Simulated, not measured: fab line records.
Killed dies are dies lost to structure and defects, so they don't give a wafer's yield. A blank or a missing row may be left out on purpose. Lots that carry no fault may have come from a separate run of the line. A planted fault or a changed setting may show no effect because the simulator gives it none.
A struck lot beside a sound one + flow rit cmos + 18 out of 202 route steps
Sound: the wafers L213.2, L213.5, L213.6. The struck wafers were L221.1, L221.2, L221.6. At the end, the cause is stated.
At each step with rows: each side's tool, then ch and its chambers, then its first start. Under that, the readings that differ: sound wafers + struck wafers + difference of the means + sigmas: that difference in standard deviations of wafers without a fault.
alike: readings with means less than 2 such deviations apart, plus words and numbers identical on both sides. not compared: withheld readings, readings lacking a value on some wafer, bounds such as >300 that could conceal the same value, and numbers that have no deviation in the record and whose values overlap.
A row with sigmas, a row that says differs or no value, or rows on one side alone: a step with any of these is where the two part. When numbers do not overlap yet have no deviation, they are printed without sigmas and do not part them. Lack of a reading on every wafer of one side parts them only where that side has two or more wafers.

first, 1 step without rows for these wafers: RIT_PWELL_DEVELOP_05 (develop time 68 s).
RIT_PWELL_OVL_MEAS_06:
  sound: overlay-02 at day 2 02:52; struck: overlay-02 at day 3 19:00
  alike: PWELL_OVL
then, 2 steps without rows for these wafers: RIT_PWELL_HARDBAKE_07 (time 120 s); RIT_PWELL_IMPLANT_08.
RIT_PWELL_STRIP_09: strips in O2, time 180 s.
  sound on plasma asher-01 ch 0,1, day 2 03:18; struck on plasma asher-04 ch 0,1, day 3 19:26
  alike: drypump motor current A
  not compared: rf hours counter h
RIT_PWELL_TW_MEAS_10:
  sound: film metro-04 at day 2 03:29; struck: film metro-04 at day 3 19:37
  alike: PWELL_TW
then, 1 step without rows for these wafers: RIT_WELLDRIVE_ANNEAL_00 (time 14700 s).
RIT_WELLDRIVE_RS_MEAS_01: a four-point-probe measurement.
  sound: film metro-04 at day 2 08:38; struck: film metro-04 at day 4 00:45
  alike: NWELL_RS
RIT_WELLDRIVE_RS_MEAS_02: a four-point-probe measurement.
  sound: film metro-04 at day 2 08:46; struck: film metro-04 at day 4 00:52
  alike: PWELL_RS
then, 3 steps without rows for these wafers: RIT_NRETRO_HMDS_00 (prime time 60 s); RIT_NRETRO_COAT_01 (resist thk 1300 nm); RIT_NRETRO_SOFTBAKE_02 (time 60 s).
RIT_NRETRO_EXPOSE_03: exposes mask M4, target cd 43900 nm.
  sound on iline stepper-01 ch 0, day 2 09:27; struck on iline stepper-01 ch 0, day 4 01:34
| reading                        | sound                | struck            | difference | sigmas |
|--------------------------------|----------------------|-------------------|------------|--------|
| model.NRETRO.overlay x nm (nm) | 0.6317 0.6317 0.6317 | 418.6 418.6 418.6 | +418.0     |        |
  alike: mask, stage vel mm s
then, 2 steps without rows for these wafers: RIT_NRETRO_PEB_04; RIT_NRETRO_DEVELOP_05 (develop time 68 s).
RIT_NRETRO_OVL_MEAS_06:
  sound: overlay-01 at day 2 09:52; struck: overlay-02 at day 4 01:59
| reading         | sound       | struck            | difference | sigmas      |
|-----------------|-------------|-------------------|------------|-------------|
| NRETRO_OVL (nm) | 2.3 1.9 3.1 | 419.2 419.5 419.3 | +416.9     | +99 or more |
then, 1 step without rows for these wafers: RIT_NRETRO_HARDBAKE_07 (time 120 s).
RIT_M1_PROBE_99:
  sound: prober-02 at day 3 15:40; struck: prober-02 at day 5 05:43
| reading                                    | sound                | struck               | difference | sigmas |
|--------------------------------------------|----------------------|----------------------|------------|--------|
| killed at contacts                         | 0 2 0                | 0 0 0                | -1         | -2     |
| model.etest.well edge left.line ohm um     | 181.8 181.8 180.8    | 189.4 187 191.1      | +7.7       |        |
| model.etest.retro edge nmos.off log10 a um | -10.97 -10.81 -10.64 | -6.706 -6.646 -6.402 | +4.222     |        |
| model.etest.retro edge pmos.off log10 a um | -10.38 -10.67 -10.56 | -7.036 -7.168 -6.997 | +3.470     |        |
  alike: killed at front end, killed dies, killed open, killed short

WHERE THEY PART
Earliest at RIT_NRETRO_OVL_MEAS_06; latest, in this record, at RIT_M1_PROBE_99.

WHY: what had been put in by the simulator
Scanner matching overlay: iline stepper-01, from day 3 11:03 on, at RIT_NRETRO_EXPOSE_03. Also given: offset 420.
